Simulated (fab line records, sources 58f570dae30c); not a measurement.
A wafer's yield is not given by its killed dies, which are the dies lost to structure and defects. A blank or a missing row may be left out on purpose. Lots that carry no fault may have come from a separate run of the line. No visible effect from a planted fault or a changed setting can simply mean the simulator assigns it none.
fab line records ; flow berkeleyCmos170
record lots=14; wafers=42; lastDay=13
route steps=331 shown ZERO@13 NWELL@16 NSD@195 V1@258
lots untouched by any fault: they come from a run of this same line in which no faults occurred
startH: hours from the record's first day to the start of the lot's first wafer shown ; waitH: hours elapsed since this lot's preceding step ; " repeats the value in the row above ; L1.1+2: several wafers, shown together as one row ; - value missing, or start not given ; * or withheld: withheld ; < > ~ a bound
route shown NAME@n: a module of which the file shows steps, and the number in the route of the first ; usual: mean/standard deviation of fault-free wafers ; same: alike in all rows ; chamber/n: place in a boat ; sites: each site's reading ; _std_site: how widely they spread, as a standard deviation ; _edge_site: inner sites' mean taken away from outer sites' mean ; radiusMm: how far each site lies from the wafer's centre ; mask NAME#n: copy n ; behind: the most recent tool/chamber to have shaped the wafer ; hold: why the lot went on hold/how many hours it stayed there/how the hold came to an end ; device: transistor that didn't switch, given as n, p or np ; end of line: at the end of the route, the tests of the same wafers ; step lacking rows: just its recipe ; killed: at the first sort, the dies lost to defects and structure; wafer yield is something else ; map: a wafer's dies, marking killed ones x, the rest . and places with no die _
set.NAME: setting as actually run; set.NAME@STEP: the setting as run at that earlier step ; model.NAME: the simulator's own value behind a step, which no gauge read
the route's steps for a sample of lots (tables are steps, rows are wafers)
services: when a tool's chamber went out of use (startH, in hours from the record's first day, below 0 if earlier), for how many hours, and the reason
## steps
# step UCB170_ZERO_STRIP_07
# recipe chemistry=O2; powerW=400; pressureMtorr=3500; platenTempC=withheld; o2FlowSccm=400; overashFraction=0.5
# usual chamberPressureMTorr=3500/3.1; drypumpMotorCurrentA=5.6/0.55; oesProductAu=0.727/0.0047; stripTimeToEndpointS=21.47/0.059
lot.wafer;tool;chamber;startH;waitH;chamberPressureMTorr;drypumpMotorCurrentA;oesProductAu;rfHoursCounterH;stripTimeToEndpointS
L923.1;plasmaAsher-03;0;22.58;0.0;3496;5.8;0.739;23;21.51
L923.5;plasmaAsher-03;1;22.58;0.0;3497;5.0;0.723;-;21.52
L923.6;plasmaAsher-03;0;22.58;0.0;3502;5.7;0.728;-;21.49
L925.2;plasmaAsher-03;0;28.47;0.0;3501;5.8;0.736;24;21.46
L925.5;plasmaAsher-03;0;28.47;0.0;3496;5.7;0.726;-;21.49
L925.6;plasmaAsher-03;1;28.47;0.0;3500;5.0;0.734;-;21.45
L927.1;plasmaAsher-03;1;41.76;0.0;3499;5.0;0.723;27;21.37
L927.3;plasmaAsher-03;0;41.76;0.0;3501;5.8;0.723;-;21.41
L927.6;plasmaAsher-03;1;41.76;0.0;3503;5.0;0.718;-;21.38
L928.1;plasmaAsher-03;1;45.38;0.0;3498;5.0;0.724;27;21.47
L928.2;plasmaAsher-03;0;45.38;0.0;3503;5.7;0.725;27;21.50
L928.4;plasmaAsher-03;1;45.38;0.0;3503;5.0;0.738;-;21.42
L929.2;plasmaAsher-02;1;50.55;0.0;3498;5.5;0.731;36;21.45
L929.4;plasmaAsher-02;0;50.55;0.0;3498;6.4;0.731;-;21.37
L929.5;plasmaAsher-02;1;50.55;0.0;3501;5.5;0.721;-;21.47
L930.1;plasmaAsher-01;0;53.89;0.0;3500;5.0;0.726;35;21.58
L930.4;plasmaAsher-01;1;53.89;0.0;3506;6.2;0.730;-;21.46
L930.6;plasmaAsher-01;1;53.89;0.0;3497;6.2;0.730;-;21.51
L932.1;plasmaAsher-02;1;66.16;0.0;3499;5.5;0.726;38;21.47
L932.2;plasmaAsher-02;0;66.16;0.0;3502;6.4;0.735;38;21.49
L932.5;plasmaAsher-02;1;66.16;0.0;3496;5.5;0.731;-;21.46
L933.4;plasmaAsher-01;0;71.70;0.0;3499;5.0;0.726;-;21.40
L933.5;plasmaAsher-01;0;71.70;0.0;3497;4.9;0.728;-;21.51
L933.6;plasmaAsher-01;1;71.70;0.0;3497;6.1;0.728;-;21.53
L934.2;plasmaAsher-03;0;79.09;0.0;3496;5.7;0.726;32;21.48
L934.4;plasmaAsher-03;0;79.09;0.0;3496;5.7;0.729;-;21.35
L934.6;plasmaAsher-03;1;79.09;0.0;3501;5.0;0.728;-;21.45
L935.2;plasmaAsher-01;0;79.28;0.0;3504;5.0;0.730;38;21.44
L935.3;plasmaAsher-01;0;79.28;0.0;3498;5.0;0.724;-;21.41
L935.6;plasmaAsher-01;0;79.28;0.0;3499;5.0;0.720;-;21.48
L939.4;plasmaAsher-02;0;99.35;0.0;3501;6.4;0.730;-;21.49
L939.5;plasmaAsher-02;0;99.35;0.0;3502;6.4;0.732;-;21.52
L939.6;plasmaAsher-02;1;99.35;0.0;3501;5.5;0.723;-;21.51
L942.1;plasmaAsher-03;1;116.59;0.0;3494;5.0;0.724;36;21.58
L942.3;plasmaAsher-03;0;116.59;0.0;3505;5.8;0.722;-;21.56
L942.5;plasmaAsher-03;1;116.59;0.0;3498;5.0;0.728;-;21.58
L944.4;plasmaAsher-01;0;124.22;0.0;3500;5.0;0.725;-;21.49
L944.5;plasmaAsher-01;1;124.22;0.0;3495;6.2;0.729;-;21.46
L944.6;plasmaAsher-01;0;124.22;0.0;3505;5.0;0.729;-;21.48
L946.3;plasmaAsher-02;1;140.38;0.0;3501;5.5;0.731;-;21.50
L946.5;plasmaAsher-02;0;140.38;0.0;3504;6.4;0.731;-;21.45
L946.6;plasmaAsher-02;1;140.38;0.0;3501;5.5;0.735;-;21.54
# step UCB170_NWELL_THK_MEAS_02
# recipe reads=SiO2_of_NWELL_OXIDATION_01
# usual NWELL_OXIDE_THK=26.5/0.47
lot.wafer;tool;chamber;startH;waitH;NWELL_OXIDE_THK[nm]
L923.1;filmMetro-04;-;28.39;0.0;26.9
L923.5;filmMetro-04;-;28.39;0.0;26.9
L923.6;filmMetro-04;-;28.39;0.0;27.2
L925.2;filmMetro-04;-;33.06;0.1;26.0
L925.5;filmMetro-04;-;33.06;0.1;26.3
L925.6;filmMetro-04;-;33.06;0.1;26.5
L927.1;filmMetro-03;-;49.67;0.0;27.4
L927.3;filmMetro-03;-;49.67;0.0;27.3
L927.6;filmMetro-03;-;49.67;0.0;27.2
L928.1;filmMetro-02;-;49.69;0.0;26.8
L928.2;filmMetro-02;-;49.69;0.0;26.3
L928.4;filmMetro-02;-;49.69;0.0;26.9
L930.1;filmMetro-02;-;55.77;0.0;27.2
L930.4;filmMetro-02;-;55.77;0.0;27.2
L930.6;filmMetro-02;-;55.77;0.0;26.8
L929.2;filmMetro-04;-;55.78;0.0;26.7
L929.4;filmMetro-04;-;55.78;0.0;26.8
L929.5;filmMetro-04;-;55.78;0.0;26.7
L932.1;filmMetro-03;-;70.64;0.0;26.8
L932.2;filmMetro-03;-;70.64;0.0;26.7
L932.5;filmMetro-03;-;70.64;0.0;27.1
L933.4;filmMetro-03;-;76.29;0.1;26.0
L933.5;filmMetro-03;-;76.29;0.1;26.0
L933.6;filmMetro-03;-;76.29;0.1;26.0
L934.2;filmMetro-04;-;84.81;0.0;26.1
L934.4;filmMetro-04;-;84.81;0.0;26.1
L934.6;filmMetro-04;-;84.81;0.0;25.9
L935.2;filmMetro-03;-;84.81;0.0;26.0
L935.3;filmMetro-03;-;84.81;0.0;26.3
L935.6;filmMetro-03;-;84.81;0.0;26.3
L939.4;filmMetro-03;-;105.06;0.0;26.8
L939.5;filmMetro-03;-;105.06;0.0;26.4
L939.6;filmMetro-03;-;105.06;0.0;26.3
L942.1;filmMetro-02;-;121.49;0.0;26.1
L942.3;filmMetro-02;-;121.49;0.0;26.2
L942.5;filmMetro-02;-;121.49;0.0;26.3
L944.4;filmMetro-02;-;133.05;0.0;25.8
L944.5;filmMetro-02;-;133.05;0.0;26.0
L944.6;filmMetro-02;-;133.05;0.0;26.5
L946.3;filmMetro-03;-;142.62;0.0;26.9
L946.5;filmMetro-03;-;142.62;0.0;26.8
L946.6;filmMetro-03;-;142.62;0.0;26.9
# step UCB170_NSD_IMPLANT_08
# recipe species=P; doseCm2=3e+15; energyKev=40; tiltDeg=7
# usual beamOnS=10.03/0.21; endStationPressureTorr=1.26e-05/7.3e-07; faradayCurrentUA=9232/200; tiltDeg=6.998/0.022
lot.wafer;tool;chamber;startH;waitH;beamOnS;endStationPressureTorr;faradayCurrentUA;tiltDeg
L923.1;implanter-02;0;165.65;0.0;9.81;1.21e-05;9416;6.980
L923.5;implanter-02;0;165.65;0.0;9.87;1.34e-05;9415;6.981
L923.6;implanter-02;0;165.65;0.0;9.91;1.23e-05;9308;6.997
L925.2;implanter-03;0;165.95;0.0;10.07;1.26e-05;9180;6.981
L925.5;implanter-03;0;165.95;0.0;10.46;1.25e-05;8823;6.976
L925.6;implanter-03;0;165.95;0.0;10.02;1.26e-05;9220;6.954
L927.1;implanter-02;0;193.63;0.0;9.71;1.28e-05;9548;6.990
L927.3;implanter-02;0;193.63;0.0;10.31;1.38e-05;9019;6.995
L927.6;implanter-02;0;193.63;0.0;10.11;1.17e-05;9211;6.967
L930.1;implanter-03;0;193.70;0.0;10.07;1.34e-05;9179;6.951
L930.4;implanter-03;0;193.70;0.0;9.54;1.17e-05;9644;6.989
L930.6;implanter-03;0;193.70;0.0;10.36;1.27e-05;8923;6.951
L928.1;implanter-04;0;193.91;0.0;10.08;1.25e-05;9194;6.996
L928.2;implanter-04;0;193.91;0.0;9.90;1.26e-05;9330;7.000
L928.4;implanter-04;0;193.91;0.0;9.88;1.28e-05;9350;6.974
L929.2;implanter-02;0;194.21;0.0;10.26;1.3e-05;9021;6.976
L929.4;implanter-02;0;194.21;0.0;9.87;1.25e-05;9374;7.013
L929.5;implanter-02;0;194.21;0.0;10.08;1.28e-05;9198;7.006
L932.1;implanter-02;0;204.75;0.0;9.83;1.15e-05;9453;7.005
L932.2;implanter-02;0;204.75;0.0;9.34;1.25e-05;9838;7.008
L932.5;implanter-02;0;204.75;0.0;9.96;1.35e-05;9299;6.998
L934.2;implanter-02;0;214.30;0.0;9.94;1.25e-05;9276;7.003
L934.4;implanter-02;0;214.30;0.0;10.19;1.27e-05;9117;6.985
L934.6;implanter-02;0;214.30;0.0;10.03;1.26e-05;9207;6.991
L933.4;implanter-04;0;214.95;0.1;10.10;1.16e-05;9163;7.023
L933.5;implanter-04;0;214.95;0.1;9.79;1.19e-05;9475;6.982
L933.6;implanter-04;0;214.95;0.1;10.38;1.3e-05;8856;7.010
L935.2;implanter-03;0;215.00;0.0;9.81;1.16e-05;9427;6.994
L935.3;implanter-03;0;215.00;0.0;10.34;1.18e-05;9010;7.002
L935.6;implanter-03;0;215.00;0.0;10.10;1.18e-05;9191;6.991
L939.4;implanter-03;0;235.04;0.1;13.47;9.7e-05;7149;7.004
L939.5;implanter-03;0;235.04;0.1;13.38;0.0001028;7205;6.962
L939.6;implanter-03;0;235.04;0.1;13.57;0.0001029;7087;6.998
L942.1;implanter-03;0;257.77;0.0;13.86;9.95e-05;6940;7.020
L942.3;implanter-03;0;257.77;0.0;13.50;8.27e-05;7097;7.017
L942.5;implanter-03;0;257.77;0.0;13.25;0.0001045;7237;7.019
L944.4;implanter-04;0;258.12;0.1;10.01;1.23e-05;9272;6.965
L944.5;implanter-04;0;258.12;0.1;10.03;1.31e-05;9191;6.984
L944.6;implanter-04;0;258.12;0.1;10.03;1.35e-05;9243;6.993
L946.3;implanter-04;0;275.48;0.1;9.66;1.14e-05;9617;6.988
L946.5;implanter-04;0;275.48;0.1;10.19;1.24e-05;9070;6.988
L946.6;implanter-04;0;275.48;0.1;9.91;1.26e-05;9367;6.990
# step UCB170_NSD_STRIP_09
# recipe chemistry=O2; powerW=400; pressureMtorr=3500; platenTempC=withheld; o2FlowSccm=400; overashFraction=0.5
# usual chamberPressureMTorr=3499.7/2.8; drypumpMotorCurrentA=5.5/0.43; oesProductAu=0.533/0.0048; stripTimeToEndpointS=35.83/0.068
lot.wafer;tool;chamber;startH;waitH;chamberPressureMTorr;drypumpMotorCurrentA;oesProductAu;rfHoursCounterH;stripTimeToEndpointS
L923.1;plasmaAsher-03;0;165.80;0.1;3495.6;5.7;0.534;41;35.82
L923.5;plasmaAsher-03;0;165.80;0.1;3501.3;5.8;0.534;-;35.94
L923.6;plasmaAsher-03;1;165.80;0.1;3499.7;5.0;0.547;-;35.90
L925.2;plasmaAsher-04;1;166.07;0.1;3497.3;5.7;0.536;33;35.78
L925.5;plasmaAsher-04;0;166.07;0.1;3499.5;5.9;0.540;-;35.88
L925.6;plasmaAsher-04;1;166.07;0.1;3498.9;5.7;0.531;-;35.81
L927.1;plasmaAsher-04;1;193.78;0.1;3502.8;5.7;0.533;35;35.81
L927.3;plasmaAsher-04;0;193.78;0.1;3500.4;5.9;0.538;-;35.76
L927.6;plasmaAsher-04;0;193.78;0.1;3500.1;5.9;0.530;-;35.71
L930.1;plasmaAsher-03;0;193.85;0.1;3500.9;5.7;0.533;44;35.84
L930.4;plasmaAsher-03;1;193.85;0.1;3496.6;5.0;0.534;-;35.79
L930.6;plasmaAsher-03;1;193.85;0.1;3503.9;5.0;0.530;-;35.82
L928.1;plasmaAsher-01;1;194.06;0.1;3504.0;6.1;0.537;8;35.80
L928.2;plasmaAsher-01;0;194.06;0.1;3496.4;5.0;0.530;8;35.84
L928.4;plasmaAsher-01;1;194.06;0.1;3502.3;6.1;0.530;-;35.80
L929.2;plasmaAsher-04;0;194.33;0.1;3500.5;5.9;0.532;35;35.76
L929.4;plasmaAsher-04;1;194.33;0.1;3499.6;5.7;0.532;-;35.82
L929.5;plasmaAsher-04;1;194.33;0.1;3501.7;5.7;0.530;-;35.84
L932.1;plasmaAsher-03;1;204.90;0.1;3498.3;5.0;0.542;45;35.81
L932.2;plasmaAsher-03;0;204.90;0.1;3498.6;5.8;0.540;45;35.89
L932.5;plasmaAsher-03;0;204.90;0.1;3506.3;5.8;0.529;-;35.84
L934.2;plasmaAsher-03;0;214.42;0.1;3501.5;5.8;0.533;46;35.80
L934.4;plasmaAsher-03;0;214.42;0.1;3504.4;5.8;0.537;-;35.78
L934.6;plasmaAsher-03;0;214.42;0.1;3498.7;5.7;0.532;-;35.78
L933.4;plasmaAsher-01;1;215.06;0.1;3502.6;6.2;0.527;-;35.86
L933.5;plasmaAsher-01;0;215.06;0.1;3495.5;5.0;0.533;-;35.85
L933.6;plasmaAsher-01;1;215.06;0.1;3501.5;6.2;0.533;-;35.90
L935.2;plasmaAsher-03;0;215.12;0.1;3497.4;5.7;0.529;46;35.83
L935.3;plasmaAsher-03;1;215.12;0.1;3499.1;5.0;0.531;-;35.81
L935.6;plasmaAsher-03;1;215.12;0.1;3499.3;4.9;0.528;-;35.80
L939.4;plasmaAsher-01;1;235.15;0.1;3499.3;6.1;0.510;-;38.85
L939.5;plasmaAsher-01;0;235.15;0.1;3497.3;5.0;0.510;-;38.90
L939.6;plasmaAsher-01;1;235.15;0.1;3504.5;6.2;0.511;-;38.86
L942.1;plasmaAsher-01;0;257.92;0.1;3498.4;5.0;0.516;15;38.81
L942.3;plasmaAsher-01;1;257.92;0.1;3497.3;6.1;0.518;-;38.82
L942.5;plasmaAsher-01;0;257.92;0.1;3500.2;5.0;0.506;-;38.78
L944.4;plasmaAsher-03;0;258.23;0.1;3500.1;5.8;0.540;-;35.78
L944.5;plasmaAsher-03;0;258.23;0.1;3498.5;5.7;0.537;-;35.86
L944.6;plasmaAsher-03;1;258.23;0.1;3496.6;5.0;0.530;-;35.90
L946.3;plasmaAsher-03;1;275.62;0.1;3502.2;5.0;0.536;-;35.87
L946.5;plasmaAsher-03;0;275.62;0.1;3496.1;5.8;0.528;-;35.77
L946.6;plasmaAsher-03;1;275.62;0.1;3497.1;5.0;0.545;-;35.85
# step UCB170_NSD_TW_MEAS_10
# usual NSD_TW=4163/46
lot.wafer;tool;chamber;startH;waitH;NSD_TW
L923.1;filmMetro-01;-;165.90;0.1;4197
L923.5;filmMetro-01;-;165.90;0.1;4214
L923.6;filmMetro-01;-;165.90;0.1;4215
L925.2;filmMetro-01;-;166.18;0.1;4221
L925.5;filmMetro-01;-;166.18;0.1;4192
L925.6;filmMetro-01;-;166.18;0.1;4217
L927.1;filmMetro-01;-;193.88;0.1;4210
L927.3;filmMetro-01;-;193.88;0.1;4214
L927.6;filmMetro-01;-;193.88;0.1;4222
L930.1;filmMetro-02;-;193.95;0.1;4127
L930.4;filmMetro-02;-;193.95;0.1;4095
L930.6;filmMetro-02;-;193.95;0.1;4140
L928.1;filmMetro-01;-;194.16;0.1;4219
L928.2;filmMetro-01;-;194.16;0.1;4228
L928.4;filmMetro-01;-;194.16;0.1;4200
L929.2;filmMetro-03;-;194.44;0.1;4116
L929.4;filmMetro-03;-;194.44;0.1;4103
L929.5;filmMetro-03;-;194.44;0.1;4124
L932.1;filmMetro-01;-;205.00;0.1;4215
L932.2;filmMetro-01;-;205.00;0.1;4230
L932.5;filmMetro-01;-;205.00;0.1;4224
L934.2;filmMetro-03;-;214.53;0.1;4110
L934.4;filmMetro-03;-;214.53;0.1;4125
L934.6;filmMetro-03;-;214.53;0.1;4109
L933.4;filmMetro-02;-;215.15;0.1;4127
L933.5;filmMetro-02;-;215.15;0.1;4144
L933.6;filmMetro-02;-;215.15;0.1;4111
L935.2;filmMetro-03;-;215.23;0.1;4131
L935.3;filmMetro-03;-;215.23;0.1;4136
L935.6;filmMetro-03;-;215.23;0.1;4126
L939.4;filmMetro-03;-;235.24;0.1;4186
L939.5;filmMetro-03;-;235.24;0.1;4231
L939.6;filmMetro-03;-;235.24;0.1;4243
L942.1;filmMetro-01;-;258.02;0.1;4340
L942.3;filmMetro-01;-;258.02;0.1;4328
L942.5;filmMetro-01;-;258.02;0.1;4334
L944.4;filmMetro-02;-;258.36;0.1;4161
L944.5;filmMetro-02;-;258.36;0.1;4133
L944.6;filmMetro-02;-;258.36;0.1;4161
L946.3;filmMetro-03;-;275.70;0.1;4160
L946.5;filmMetro-03;-;275.70;0.1;4176
L946.6;filmMetro-03;-;275.70;0.1;4166
# step UCB170_SDANNEAL_RS_MEAS_03
# recipe thkMeasGauge=four-point-probe
# usual NSD_RS=37.25/0.089
lot.wafer;tool;chamber;startH;waitH;NSD_RS[ohm/sq]
L923.1;filmMetro-01;-;167.12;0.1;37.24
L923.5;filmMetro-01;-;167.12;0.1;37.20
L923.6;filmMetro-01;-;167.12;0.1;37.18
L925.2;filmMetro-02;-;167.59;0.1;37.25
L925.5;filmMetro-02;-;167.59;0.1;37.20
L925.6;filmMetro-02;-;167.59;0.1;37.24
L927.1;filmMetro-01;-;195.12;0.1;37.28
L927.3;filmMetro-01;-;195.12;0.1;37.20
L927.6;filmMetro-01;-;195.12;0.1;37.39
L930.1;filmMetro-03;-;195.33;0.1;37.21
L930.4;filmMetro-03;-;195.33;0.1;37.29
L930.6;filmMetro-03;-;195.33;0.1;37.38
L928.1;filmMetro-02;-;195.78;0.1;37.14
L928.2;filmMetro-02;-;195.78;0.1;37.19
L928.4;filmMetro-02;-;195.78;0.1;37.17
L929.2;filmMetro-02;-;196.28;0.1;37.39
L929.4;filmMetro-02;-;196.28;0.1;37.25
L929.5;filmMetro-02;-;196.28;0.1;37.18
L932.1;filmMetro-01;-;207.01;0.1;37.41
L932.2;filmMetro-01;-;207.01;0.1;37.45
L932.5;filmMetro-01;-;207.01;0.1;37.30
L934.2;filmMetro-03;-;216.32;0.1;37.24
L934.4;filmMetro-03;-;216.32;0.1;37.30
L934.6;filmMetro-03;-;216.32;0.1;37.32
L933.4;filmMetro-01;-;216.57;0.1;37.20
L933.5;filmMetro-01;-;216.57;0.1;37.20
L933.6;filmMetro-01;-;216.57;0.1;37.21
L935.2;filmMetro-02;-;216.71;0.1;37.20
L935.3;filmMetro-02;-;216.71;0.1;37.25
L935.6;filmMetro-02;-;216.71;0.1;37.15
L939.4;filmMetro-03;-;236.97;0.1;33.13
L939.5;filmMetro-03;-;236.97;0.1;33.03
L939.6;filmMetro-03;-;236.97;0.1;32.98
L942.1;filmMetro-02;-;261.02;0.1;33.11
L942.3;filmMetro-02;-;261.02;0.1;33.00
L942.5;filmMetro-02;-;261.02;0.1;33.03
L944.4;filmMetro-03;-;261.08;0.1;37.25
L944.5;filmMetro-03;-;261.08;0.1;37.30
L944.6;filmMetro-03;-;261.08;0.1;37.18
L946.3;filmMetro-03;-;277.37;0.1;37.20
L946.5;filmMetro-03;-;277.37;0.1;37.23
L946.6;filmMetro-03;-;277.37;0.1;37.25
# step UCB170_V1_THK_MEAS_04
# recipe reads=SiO2_of_V1_CVD_00
# usual V1_POLISHED_THK=999.8/1
lot.wafer;tool;chamber;startH;waitH;V1_POLISHED_THK[nm]
L923.1;filmMetro-02;-;176.62;0.1;1000.4
L923.5;filmMetro-02;-;176.62;0.1;999.8
L923.6;filmMetro-02;-;176.62;0.1;998.6
L925.2;filmMetro-03;-;177.96;0.1;998.3
L925.5;filmMetro-03;-;177.96;0.1;997.7
L925.6;filmMetro-03;-;177.96;0.1;997.9
L927.1;filmMetro-03;-;204.48;0.1;999.5
L927.3;filmMetro-03;-;204.48;0.1;998.4
L927.6;filmMetro-03;-;204.48;0.1;999.5
L930.1;filmMetro-04;-;207.52;0.1;999.2
L930.4;filmMetro-04;-;207.52;0.1;999.4
L930.6;filmMetro-04;-;207.52;0.1;1000.2
L929.2;filmMetro-03;-;208.87;0.1;1000.1
L929.4;filmMetro-03;-;208.87;0.1;1001.1
L929.5;filmMetro-03;-;208.87;0.1;998.7
L928.1;filmMetro-02;-;210.19;0.1;1000.3
L928.2;filmMetro-02;-;210.19;0.1;1000.5
L928.4;filmMetro-02;-;210.19;0.1;1000.2
L932.1;filmMetro-02;-;216.43;0.1;999.9
L932.2;filmMetro-02;-;216.43;0.1;1000.1
L932.5;filmMetro-02;-;216.43;0.1;1000.4
L934.2;filmMetro-04;-;228.30;0.1;1001.3
L934.4;filmMetro-04;-;228.30;0.1;1001.4
L934.6;filmMetro-04;-;228.30;0.1;999.7
L933.4;filmMetro-02;-;229.65;0.1;998.3
L933.5;filmMetro-02;-;229.65;0.1;998.2
L933.6;filmMetro-02;-;229.65;0.1;998.1
L935.2;filmMetro-03;-;229.93;0.1;1000.1
L935.3;filmMetro-03;-;229.93;0.1;1000.6
L935.6;filmMetro-03;-;229.93;0.1;1000.4
L939.4;filmMetro-04;-;247.20;0.1;999.6
L939.5;filmMetro-04;-;247.20;0.1;998.4
L939.6;filmMetro-04;-;247.20;0.1;1000.3
L942.1;filmMetro-03;-;270.84;0.1;1000.1
L942.3;filmMetro-03;-;270.84;0.1;1002.1
L942.5;filmMetro-03;-;270.84;0.1;1001.4
L944.4;filmMetro-04;-;272.13;0.1;999.2
L944.5;filmMetro-04;-;272.13;0.1;999.3
L944.6;filmMetro-04;-;272.13;0.1;1000.4
L946.3;filmMetro-02;-;289.19;0.1;1001.0
L946.5;filmMetro-02;-;289.19;0.1;1000.4
L946.6;filmMetro-02;-;289.19;0.1;1001.0
## services
tool;chamber;startH;hours;kind
plasmaAsher-03;-;16.93;2.0;repair
plasmaAsher-04;-;19.87;13.1;pm
implanter-03;-;29.43;5.5;pm
plasmaAsher-01;-;31.88;4.7;repair
plasmaAsher-04;-;32.93;28.1;pm
implanter-02;-;42.88;2.6;pm
implanter-04;-;49.12;9.6;pm
implanter-03;-;72.94;8.7;repair
plasmaAsher-01;-;98.69;4.1;repair
plasmaAsher-01;-;108.75;9.0;pm
plasmaAsher-01;0;108.75;9.0;ventCycle
plasmaAsher-01;1;108.75;9.0;ventCycle
implanter-02;-;110.95;1.1;repair
plasmaAsher-01;0;117.75;-;clean
implanter-02;-;118.50;1.9;repair
plasmaAsher-03;-;147.44;0.7;repair
implanter-02;-;179.57;3.3;repair
plasmaAsher-03;-;208.53;2.8;pm
implanter-02;-;209.96;3.6;pm
plasmaAsher-01;-;225.74;1.4;repair
implanter-04;-;226.31;4.0;pm
plasmaAsher-02;-;248.09;2.1;repair
plasmaAsher-01;-;264.96;3.6;repair
plasmaAsher-02;-;269.65;14.6;pm
## key
firstSign step=UCB170_NSD_IMPLANT_08; reading=endStationPressureTorr; direction=up; sigmas=99+; usual=1.26e-05; struck=9.82e-05
effect step=UCB170_NSD_IMPLANT_08; reading=beamOnS; direction=up; sigmas=16; usual=10.03; struck=13.51
effect step=UCB170_NSD_STRIP_09; reading=stripTimeToEndpointS; direction=up; sigmas=44; usual=*; struck=*
effect step=UCB170_NSD_TW_MEAS_10; reading=NSD_TW; direction=up; sigmas=2.5; usual=4163; struck=4277
effect step=UCB170_SDANNEAL_RS_MEAS_03; reading=NSD_RS; direction=down; sigmas=47; usual=37.25; struck=33.05
metAt UCB170_NSD_IMPLANT_08
struckLots L939,L942
testerLeftOut L939,L942
notActingAt UCB170_ZERO_STRIP_07,UCB170_NWELL_THK_MEAS_02,UCB170_V1_THK_MEAS_04
onsetBetween 215.00 235.04
fault kind=processParameterDrift; tool=implanter-03; chamber=-; onsetH=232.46; steps=UCB170_NSD_IMPLANT_08; channel=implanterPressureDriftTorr; offset=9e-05; shape=step; endH=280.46
fault kind=processParameterDrift; tool=implanter-03; chamber=-; onsetH=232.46; steps=UCB170_NSD_IMPLANT_08; channel=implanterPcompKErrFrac; offset=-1; shape=step; endH=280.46
# testerLeftOut: of these lots the tester's yield and bins aren't shown, on N5 and GAA mostly nor the transistor test; their killed dies are dies lost to structure and defects alone, not to doping, threshold or leakage, so they don't give the yield
